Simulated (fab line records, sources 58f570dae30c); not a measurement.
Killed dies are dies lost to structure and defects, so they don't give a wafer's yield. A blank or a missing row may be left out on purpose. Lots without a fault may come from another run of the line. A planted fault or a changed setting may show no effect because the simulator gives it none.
Tool commonality check | flow berkeley_cmos170 | 14 lots, 48 wafers sampled

WHY IT WAS OPENED
At UCB170_NLDD_TW_MEAS_11 the reading NLDD_TW is flagged on 2 of 14 lots. Wafers without a fault read 2227, standard deviation 13.
Rule: a lot is flagged when every wafer of it that has a number lies more than 4 standard deviations from that mean, or none has a number. The other lots count as sound.

lot  | measured     | on            | NLDD_TW, wafer by wafer       | flag
L307 | day 6 13:41  | film_metro-03 | 2212 2237 2240                |
L306 | day 6 14:01  | film_metro-04 | 2221 2225 2216                |
L310 | day 7 00:34  | film_metro-03 | 2231 2247 2237                |
L308 | day 7 13:44  | film_metro-01 | 2251 2245 2233                |
L312 | day 7 14:00  | film_metro-04 | 2207 2214 2226                |
L313 | day 8 03:45  | film_metro-04 | 2209 2224 2207                |
L314 | day 8 12:50  | film_metro-04 | 2206 2209 2217                |
L316 | day 8 20:56  | film_metro-04 | 2218 2209 2204                |
L320 | day 9 12:05  | film_metro-01 | 2075 2087 2087 2089 2077 2075 | FLAGGED
L325 | day 10 08:38 | film_metro-01 | 2074 2098 2086 2080 2085 2087 | FLAGGED
L326 | day 11 04:51 | film_metro-04 | 2229 2229 2219                |
L327 | day 11 05:09 | film_metro-04 | 2240 2214 2221                |
L324 | day 11 05:26 | film_metro-04 | 2220 2224 2223                |
L328 | day 11 09:34 | film_metro-03 | 2254 2246 2244                |
The numbers of the flagged lots are 2083 on average: -144 against the usual, or -11 standard deviations.

WHICH TOOL RAN EACH LOT
The record holds 1 process step before the reading, out of a route of 331 steps. In each cell: the tool, then ch and the chambers that the sampled wafers went through, then the start.
lot  | flag    | UCB170_NLDD_IMPLANT_09
L307 |         | implanter-03 ch 0, day 6 13:26
L306 |         | implanter-02 ch 0, day 6 13:46
L310 |         | implanter-03 ch 0, day 7 00:20
L308 |         | implanter-03 ch 0, day 7 13:29
L312 |         | implanter-02 ch 0, day 7 13:46
L313 |         | implanter-03 ch 0, day 8 03:31
L314 |         | implanter-03 ch 0, day 8 12:37
L316 |         | implanter-02 ch 0, day 8 20:41
L320 | FLAGGED | implanter-03 ch 0, day 9 11:50
L325 | FLAGGED | implanter-03 ch 0, day 10 08:23
L326 |         | implanter-04 ch 0, day 11 04:39
L327 |         | implanter-04 ch 0, day 11 04:54
L324 |         | implanter-04 ch 0, day 11 05:12
L328 |         | implanter-02 ch 0, day 11 09:19
What these steps do:
- UCB170_NLDD_IMPLANT_09
- UCB170_NLDD_TW_MEAS_11

FLAGGED OVER TOTAL, TOOL BY TOOL (the gauges that took the reading come last)
step                   | tool          | lots run | flagged | share of the flagged lots | sound lots run after its first flagged lot
UCB170_NLDD_IMPLANT_09 | implanter-02  | 4        | 0       | none                      | -
UCB170_NLDD_IMPLANT_09 | implanter-03  | 7        | 2       | all                       | 0
UCB170_NLDD_IMPLANT_09 | implanter-04  | 3        | 0       | none                      | -
UCB170_NLDD_TW_MEAS_11 | film_metro-01 | 3        | 2       | all                       | 0
UCB170_NLDD_TW_MEAS_11 | film_metro-03 | 3        | 0       | none                      | -
UCB170_NLDD_TW_MEAS_11 | film_metro-04 | 8        | 0       | none                      | -

WHAT THE TABLE ALLOWS
2 rows of the table ran every flagged lot: implanter-03 at UCB170_NLDD_IMPLANT_09, film_metro-01 at UCB170_NLDD_TW_MEAS_11.
- implanter-03 at UCB170_NLDD_IMPLANT_09: 2 of its 7 lots flagged. Its last sound lot is L314 (day 8 12:37), its first flagged lot L320 (day 9 11:50): a fault that began between those two fits. Its own readings lie more than 4 standard deviations out on every wafer of the flagged lots: dose_ions_cm2, faraday_current_uA.
- film_metro-01 at UCB170_NLDD_TW_MEAS_11: 2 of its 3 lots flagged. Its last sound lot is L308 (day 7 13:44), its first flagged lot L320 (day 9 12:05): a fault that began between those two fits.
Counting lots can't tell these 2 tools apart, because each fits a fault that began at some hour. More lots, or a look at what each step does to the wafer, might.

WHAT THE SIMULATOR HAD PUT IN
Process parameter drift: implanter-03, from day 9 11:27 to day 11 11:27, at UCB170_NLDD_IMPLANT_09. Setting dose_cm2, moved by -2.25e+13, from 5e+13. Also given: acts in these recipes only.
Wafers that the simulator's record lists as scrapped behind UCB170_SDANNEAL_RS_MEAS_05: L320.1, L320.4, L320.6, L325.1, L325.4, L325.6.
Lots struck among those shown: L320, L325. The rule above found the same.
